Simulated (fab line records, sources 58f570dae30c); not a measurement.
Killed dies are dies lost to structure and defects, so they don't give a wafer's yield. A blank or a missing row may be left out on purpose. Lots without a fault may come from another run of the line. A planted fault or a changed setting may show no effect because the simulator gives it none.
fab line records | flow berkeley_cmos170
record lots=13 wafers=39 last_day=12
route steps=331 shown PLDD@155 SPACER@174 PSD@184 NSD@196
lots that met no fault: from a run of the same line without faults
start_h: hours from the record's first day to the start of the lot's first wafer shown | wait_h: hours since the lot's step before | " the same as in the row above | L1.1+2: a row that stands for several wafers | - no value, or no start given | * or withheld: withheld | < > ~ a bound
route shown NAME@n: a module of which the file shows steps, and the number in the route of the first | usual: mean/standard deviation of fault-free wafers | same: alike in all rows | chamber/n: place in a boat | sites: the reading at each site | _std_site: their standard deviation | _edge_site: outer sites' mean less inner sites' | radius_mm: how far each site lies from the wafer's centre | mask NAME#n: copy n | behind: the tool/chamber that last shaped the wafer | hold: why the lot was held/for how many hours/how that ended | device: the transistor (n, p or np) that didn't switch | end of line: the same wafers' tests at the end of the route | a step without rows: its recipe alone | killed: dies lost to structure and defects at the first sort, not the wafer's yield | map: a wafer's dies, x killed, . not, _ none there
set.NAME: the setting as run; set.NAME@STEP: as run at that earlier step | model.NAME: the simulator's own value behind a step, which no gauge read
steps of the route over a sample of lots; a table a step, a row a wafer
services: from which hour (start_h, from the record's first day; less than 0 if before it) a tool's chamber was out of use, for how many hours, and why
## steps
# step UCB170_PLDD_STRIP_10
# recipe chemistry=O2 power_w=400 pressure_mtorr=3500 platen_temp_c=withheld o2_flow_sccm=400 overash_fraction=0.5
# usual drypump_motor_current_A=5.74/0.15 oes_product_au=0.735/0.0044 strip_time_to_endpoint_s=21.66/0.062
# columns lot.wafer tool chamber start_h wait_h drypump_motor_current_A oes_product_au rf_hours_counter_h strip_time_to_endpoint_s
L286.3 plasma_asher-02 0 127.90 0.1 5.63 0.735 - 21.58
L286.4 " 1 " " 5.79 0.737 - 21.56
L286.6 " 1 " " 5.81 0.741 - 21.62
L287.2 plasma_asher-03 1 128.34 0.1 5.46 0.734 34 21.69
L287.5 " 1 " " 5.46 0.737 - 21.71
L287.6 " 0 " " 5.85 0.741 - 21.66
L289.1 plasma_asher-02 1 137.79 0.1 5.80 0.742 2 21.58
L289.2 " 0 " " 5.62 0.731 2 21.58
L289.6 " 0 " " 5.64 0.735 - 21.59
L290.1 plasma_asher-03 1 145.96 0.1 5.48 0.740 36 21.60
L290.3 " 0 " " 5.84 0.728 - 21.62
L290.6 " 0 " " 5.83 0.734 - 21.63
L293.1 plasma_asher-02 1 153.18 0.1 5.76 0.737 4 21.59
L293.3 " 0 " " 5.63 0.729 - 21.65
L293.4 " 1 " " 5.78 0.729 - 21.68
L299.1 plasma_asher-02 1 196.35 0.1 5.78 0.738 9 21.60
L299.2 " 0 " " 5.64 0.734 9 21.61
L299.3 " 1 " " 5.78 0.728 - 21.65
L301.1 plasma_asher-01 0 200.90 0.1 5.91 0.733 51 21.63
L301.2 " 1 " " 5.85 0.735 51 21.71
L301.4 " 0 " " 5.91 0.742 - 21.66
L303.1 plasma_asher-03 1 209.86 0.1 5.48 0.729 42 21.60
L303.3 " 0 " " 5.83 0.735 - 21.70
L303.6 " 1 " " 5.48 0.733 - 21.65
L302.1 plasma_asher-01 0 210.10 0.1 5.90 0.736 52 21.52
L302.5 " 1 " " 5.80 0.738 - 21.45
L302.6 " 0 " " 5.90 0.729 - 21.49
L305.1 plasma_asher-01 1 214.62 0.1 5.83 0.738 52 21.74
L305.3 " 0 " " 5.90 0.722 - 21.77
L305.4 " 1 " " 5.85 0.733 - 21.72
L304.1 plasma_asher-03 0 214.78 0.1 5.81 0.729 43 21.73
L304.2 " 1 " " 5.47 0.734 43 21.66
L304.6 " 0 " " 5.85 0.743 - 21.68
L308.3 plasma_asher-02 1 229.97 0.1 5.72 0.730 - 21.68
L308.5 " 1 " " 5.75 0.736 - 21.71
L308.6 " 0 " " 5.64 0.732 - 21.65
L309.3 plasma_asher-01 0 236.50 0.1 5.89 0.735 - 21.72
L309.5 " 1 " " 5.82 0.739 - 21.75
L309.6 " 0 " " 5.88 0.729 - 21.72
# step UCB170_PLDD_TW_MEAS_11
# usual PLDD_TW=1006/6.8
# columns lot.wafer tool chamber start_h wait_h PLDD_TW
L286.3 film_metro-03 - 127.98 0.1 1002
L286.4 " - " " 996
L286.6 " - " " 1008
L287.2 film_metro-01 - 128.45 0.1 1003
L287.5 " - " " 998
L287.6 " - " " 1003
L289.1 film_metro-01 - 137.89 0.1 1000
L289.2 " - " " 1002
L289.6 " - " " 996
L290.1 film_metro-03 - 146.06 0.1 1008
L290.3 " - " " 1009
L290.6 " - " " 1012
L293.1 film_metro-01 - 153.28 0.1 994
L293.3 " - " " 1000
L293.4 " - " " 1000
L299.1 film_metro-01 - 196.45 0.1 1005
L299.2 " - " " 1009
L299.3 " - " " 999
L301.1 film_metro-03 - 201.00 0.1 996
L301.2 " - " " 999
L301.4 " - " " 1003
L303.1 film_metro-02 - 209.96 0.1 1014
L303.3 " - " " 1008
L303.6 " - " " 1010
L302.1 film_metro-01 - 210.20 0.1 1001
L302.5 " - " " 999
L302.6 " - " " 1009
L305.1 film_metro-02 - 214.72 0.1 1012
L305.3 " - " " 1013
L305.4 " - " " 1015
L304.1 film_metro-03 - 214.88 0.1 998
L304.2 " - " " 999
L304.6 " - " " 994
L308.3 film_metro-01 - 230.06 0.1 1004
L308.5 " - " " 1004
L308.6 " - " " 1003
L309.3 film_metro-02 - 236.59 0.1 1014
L309.5 " - " " 1011
L309.6 " - " " 1008
# step UCB170_SPACER_ETCHBACK_03
# recipe stop_on=Si target=SiO2 chemistry=CHF3/CF4/Ar CHF3_flow_sccm=50 cf4_flow_sccm=10 Ar_flow_sccm=120 pressure_mtorr=200 rf_w=500 target_depth_a=3760 time_s=100
# usual cf4_flow_sccm=10.000/0.027 drypump_motor_current_A=5.6/0.47 oes_product_au=0.901/0.017 throttle_valve_pct=6.52/0.09
# columns lot.wafer tool chamber start_h wait_h cf4_flow_sccm drypump_motor_current_A oes_product_au rf_hours_counter_h throttle_valve_pct
L286.3 rie_diel-02 3 135.50 0.0 9.963 4.9 0.877 63 6.55
L286.4 " 2 " " 10.002 5.9 0.904 - 6.48
L286.6 " 0 " " 9.990 5.8 0.909 - 6.46
L287.2 rie_diel-01 0 135.50 0.0 10.022 5.3 0.878 95 6.51
L287.5 " 3 " " 9.974 5.2 0.896 - 6.37
L287.6 " 0 " " 9.989 5.3 0.888 - 6.52
L289.1 rie_diel-01 1 144.04 0.0 9.991 5.2 0.880 139 6.68
L289.2 " 3 " " 9.999 5.2 0.877 52 6.39
L289.6 " 3 " " 10.006 5.1 0.901 - 6.40
L290.1 rie_diel-01 3 154.07 0.0 10.027 5.1 0.881 52 6.38
L290.3 " 1 " " 9.954 5.3 0.866 140 6.65
L290.6 " 0 " " 9.976 5.3 0.891 - 6.52
L293.1 rie_diel-02 1 160.05 0.0 9.979 6.2 0.877 149 6.52
L293.3 " 2 " " 9.981 5.9 0.886 133 6.47
L293.4 " 0 " " 10.001 5.8 0.902 8 6.48
L299.1 rie_diel-01 0 203.52 0.0 10.040 5.4 0.900 98 6.50
L299.2 " 3 " " 10.031 5.1 0.900 55 6.36
L299.3 " 2 " " 9.959 5.5 0.901 2 6.63
L301.1 rie_diel-01 1 207.67 0.0 9.939 5.3 0.881 142 6.67
L301.2 " 0 " " 10.013 5.3 0.890 98 6.52
L301.4 " 2 " " 10.021 5.5 0.900 3 6.63
L302.1 rie_diel-01 3 216.08 0.0 10.028 5.2 0.891 56 6.40
L302.5 " 0 " " 9.948 5.3 0.911 - 6.52
L302.6 " 1 " " 9.992 5.3 0.923 - 6.67
L303.1 rie_diel-02 1 216.08 0.0 9.968 6.2 0.923 1 6.53
L303.3 " 0 " " 10.025 5.8 0.902 10 6.48
L303.6 " 1 " " 10.030 6.2 0.921 - 6.53
L304.1 rie_diel-02 1 221.54 0.0 9.968 6.2 0.917 1 6.52
L304.2 " 3 " " 9.986 4.9 0.885 66 6.53
L304.6 " 0 " " 9.988 5.9 0.915 - 6.48
L305.1 rie_diel-01 3 221.54 0.0 10.016 5.2 0.901 56 6.38
L305.3 " 0 " " 10.018 5.3 0.885 99 6.53
L305.4 " 2 " " 9.996 5.5 0.902 3 6.63
L308.3 rie_diel-02 0 236.74 0.0 10.040 5.9 0.932 11 6.48
L308.5 " 1 " " 10.002 6.2 0.942 - 6.53
L308.6 " 2 " " 9.999 6.0 0.907 - 6.49
L309.3 rie_diel-01 0 242.10 0.0 9.980 5.3 0.879 100 6.53
L309.5 " 3 " " 9.991 5.2 0.897 - 6.38
L309.6 " 0 " " 10.030 5.3 0.892 - 6.52
# step UCB170_PSD_STRIP_09
# recipe chemistry=O2 power_w=400 pressure_mtorr=3500 platen_temp_c=withheld o2_flow_sccm=400 overash_fraction=0.5
# usual drypump_motor_current_A=5.82/0.099 oes_product_au=0.600/0.005 strip_time_to_endpoint_s=29.42/0.076
# columns lot.wafer tool chamber start_h wait_h drypump_motor_current_A oes_product_au rf_hours_counter_h strip_time_to_endpoint_s
L286.3 plasma_asher-01 0 136.88 0.1 5.89 0.600 - 29.43
L286.4 " 1 " " 5.85 0.604 - 29.43
L286.6 " 1 " " 5.85 0.601 - 29.42
L287.2 plasma_asher-04 0 137.37 0.1 5.77 0.602 43 29.35
L287.5 " 1 " " 5.97 0.593 - 29.35
L287.6 " 0 " " 5.81 0.605 - 29.38
L289.1 plasma_asher-02 1 145.26 0.1 5.78 0.608 3 29.44
L289.2 " 0 " " 5.63 0.594 3 29.34
L289.6 " 0 " " 5.64 0.606 - 29.42
L290.1 plasma_asher-02 0 155.82 0.1 5.63 0.589 4 29.53
L290.3 " 0 " " 5.63 0.595 - 29.40
L290.6 " 1 " " 5.78 0.600 - 29.40
L293.1 plasma_asher-02 1 161.29 0.1 5.79 0.449 5 -
L293.3 " 1 " " 5.76 0.438 - -
L293.4 " 0 " " 5.64 0.442 - -
L299.1 plasma_asher-04 1 205.05 0.1 5.90 0.611 51 29.41
L299.2 " 0 " " 5.80 0.605 51 29.44
L299.3 " 1 " " 5.98 0.594 - 29.36
L301.1 plasma_asher-01 1 209.35 0.1 5.86 0.601 52 29.45
L301.2 " 0 " " 5.89 0.600 52 29.48
L301.4 " 0 " " 5.91 0.603 - 29.47
L302.1 plasma_asher-01 0 217.42 0.1 5.90 0.600 53 29.45
L302.5 " 1 " " 5.82 0.599 - 29.45
L302.6 " 0 " " 5.90 0.597 - 29.40
L303.1 plasma_asher-02 0 217.66 0.1 5.63 0.612 12 29.58
L303.3 " 1 " " 5.77 0.604 - 29.58
L303.6 " 0 " " 5.62 0.591 - 29.51
L305.1 plasma_asher-04 0 222.97 0.1 5.75 0.606 53 29.40
L305.3 " 0 " " 5.75 0.600 - 29.40
L305.4 " 1 " " 5.94 0.601 - 29.45
L304.1 plasma_asher-02 1 223.09 0.1 5.80 0.600 12 29.50
L304.2 " 0 " " 5.65 0.601 12 29.46
L304.6 " 1 " " 5.77 0.600 - 29.50
L308.3 plasma_asher-04 1 238.46 0.1 5.95 0.603 - 29.35
L308.5 " 1 " " 5.92 0.608 - 29.42
L308.6 " 0 " " 5.76 0.593 - 29.38
L309.3 plasma_asher-04 1 243.52 0.1 5.93 0.598 - 29.41
L309.5 " 0 " " 5.77 0.598 - 29.42
L309.6 " 1 " " 5.92 0.593 - 29.36
# step UCB170_NSD_STRIP_09
# recipe chemistry=O2 power_w=400 pressure_mtorr=3500 platen_temp_c=withheld o2_flow_sccm=400 overash_fraction=0.5
# usual drypump_motor_current_A=5.77/0.17 oes_product_au=0.534/0.0046 strip_time_to_endpoint_s=35.84/0.082
# columns lot.wafer tool chamber start_h wait_h drypump_motor_current_A oes_product_au rf_hours_counter_h strip_time_to_endpoint_s
L286.3 plasma_asher-03 0 139.18 0.1 5.88 0.529 - 35.66
L286.4 " 1 " " 5.48 0.525 - 35.75
L286.6 " 1 " " 5.46 0.535 - 35.80
L287.2 plasma_asher-03 1 139.69 0.1 5.45 0.533 36 35.75
L287.5 " 0 " " 5.82 0.534 - 35.77
L287.6 " 1 " " 5.45 0.535 - 35.72
L289.1 plasma_asher-03 0 147.59 0.1 5.85 0.532 36 35.89
L289.2 " 1 " " 5.47 0.533 36 35.95
L289.6 " 1 " " 5.48 0.532 - 35.94
L290.1 plasma_asher-04 1 157.43 0.1 5.96 0.530 46 35.80
L290.3 " 0 " " 5.74 0.533 - 35.74
L290.6 " 1 " " 5.95 0.532 - 35.75
L293.1 plasma_asher-04 1 164.47 0.1 5.95 0.606 47 56.08
L293.3 " 1 " " 5.97 0.610 - 56.05
L293.4 " 0 " " 5.77 0.616 - 56.22
L299.1 plasma_asher-01 1 207.30 0.1 5.88 0.534 51 35.66
L299.2 " 0 " " 5.89 0.538 51 35.66
L299.3 " 1 " " 5.86 0.535 - 35.69
L301.1 plasma_asher-03 1 211.30 0.1 5.43 0.535 43 35.75
L301.2 " 0 " " 5.83 0.535 43 35.81
L301.4 " 1 " " 5.45 0.530 - 35.84
L302.1 plasma_asher-01 1 218.97 0.1 5.83 0.534 53 36.00
L302.5 " 1 " " 5.84 0.542 - 35.96
L302.6 " 0 " " 5.91 0.527 - 36.02
L303.1 plasma_asher-03 1 219.35 0.1 5.50 0.534 44 35.84
L303.3 " 0 " " 5.85 0.534 - 35.87
L303.6 " 0 " " 5.86 0.536 - 35.88
L305.1 plasma_asher-03 1 224.46 0.1 5.45 0.539 44 35.88
L305.3 " 1 " " 5.45 0.529 - 35.89
L305.4 " 0 " " 5.83 0.541 - 35.77
L304.1 plasma_asher-04 1 224.78 0.1 5.94 0.536 53 35.90
L304.2 " 0 " " 5.76 0.545 53 35.86
L304.6 " 1 " " 5.90 0.529 - 35.81
L308.3 plasma_asher-04 0 240.52 0.1 5.77 0.520 - 35.80
L308.5 " 1 " " 5.97 0.534 - 35.87
L308.6 " 0 " " 5.74 0.535 - 35.88
L309.3 plasma_asher-01 1 245.51 0.1 5.84 0.533 - 35.87
L309.5 " 1 " " 5.83 0.529 - 35.80
L309.6 " 0 " " 5.90 0.541 - 35.91
# step UCB170_NSD_TW_MEAS_10
# usual NSD_TW=4176/29
# columns lot.wafer tool chamber start_h wait_h NSD_TW
L286.3 film_metro-01 - 139.26 0.1 4182
L286.4 " - " " 4153
L286.6 " - " " 4170
L287.2 film_metro-03 - 139.80 0.1 4167
L287.5 " - " " 4177
L287.6 " - " " 4149
L289.1 film_metro-02 - 147.69 0.1 4194
L289.2 " - " " 4202
L289.6 " - " " 4193
L290.1 film_metro-03 - 157.53 0.1 4158
L290.3 " - " " 4180
L290.6 " - " " 4162
L293.1 film_metro-01 - 164.57 0.1 30
L293.3 " - " " 30
L293.4 " - " " 30
L299.1 film_metro-02 - 207.40 0.1 4228
L299.2 " - " " 4225
L299.3 " - " " 4203
L301.1 film_metro-02 - 211.40 0.1 4187
L301.2 " - " " 4200
L301.4 " - " " 4216
L302.1 film_metro-01 - 219.07 0.1 4169
L302.5 " - " " 4155
L302.6 " - " " 4147
L303.1 film_metro-01 - 219.45 0.1 4162
L303.3 " - " " 4182
L303.6 " - " " 4163
L305.1 film_metro-02 - 224.56 0.1 4201
L305.3 " - " " 4198
L305.4 " - " " 4169
L304.1 film_metro-01 - 224.88 0.1 4145
L304.2 " - " " 4155
L304.6 " - " " 4141
L308.3 film_metro-02 - 240.61 0.1 4206
L308.5 " - " " 4212
L308.6 " - " " 4205
L309.3 film_metro-01 - 245.62 0.1 4137
L309.5 " - " " 4151
L309.6 " - " " 4148
## services
# columns tool chamber start_h hours kind
plasma_asher-02 - 108.75 9.0 pm
plasma_asher-02 0 108.75 9.0 vent_cycle
plasma_asher-02 1 108.75 9.0 vent_cycle
rie_diel-01 2 114.12 - clean
rie_diel-01 2 114.12 31.1 scheduled_down
rie_diel-01 2 114.12 31.1 vent_cycle
plasma_asher-02 0 117.75 - clean
plasma_asher-02 1 117.75 - clean
rie_diel-02 1 133.62 10.8 repair
rie_diel-02 0 136.84 6.1 repair
rie_diel-01 2 154.80 5.4 repair
plasma_asher-03 - 159.30 5.2 repair
rie_diel-02 0 163.90 10.1 repair
rie_diel-02 1 174.02 - clean
rie_diel-02 1 174.02 15.3 scheduled_down
rie_diel-02 1 174.02 15.3 vent_cycle
rie_diel-01 - 225.19 2.8 pm
rie_diel-01 1 227.94 - clean
rie_diel-01 1 227.94 26.0 scheduled_down
rie_diel-01 1 227.94 26.0 vent_cycle
## key
first_sign step=UCB170_PSD_STRIP_09 reading=oes_product_au direction=down sigmas=32 usual=0.600 struck=0.443
effect step=UCB170_NSD_STRIP_09 reading=strip_time_to_endpoint_s direction=up sigmas=99+ usual=* struck=*
effect step=UCB170_NSD_TW_MEAS_10 reading=NSD_TW direction=down sigmas=99+ usual=4176 struck=30
met_at UCB170_PSD_STRIP_09
struck_lots L293
sort_left_out L293.1,L293.3,L293.4
tester_left_out L293
not_acting_at UCB170_PLDD_STRIP_10,UCB170_PLDD_TW_MEAS_11,UCB170_SPACER_ETCHBACK_03
onset_between 155.82 161.29
fault kind=strip_aborted tool=plasma_asher-02 chamber=- onset_h=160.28 steps=UCB170_PSD_STRIP_09 offset=0.85 end_h=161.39
# tester_left_out: of these lots the tester's yield and bins aren't shown, on N5 and GAA mostly nor the transistor test; their killed dies are dies lost to structure and defects alone, not to doping, threshold or leakage, so they don't give the yield
# sort_left_out: the simulated sort isn't trusted on such a fault, so these wafers' sort isn't shown, and their yield isn't known
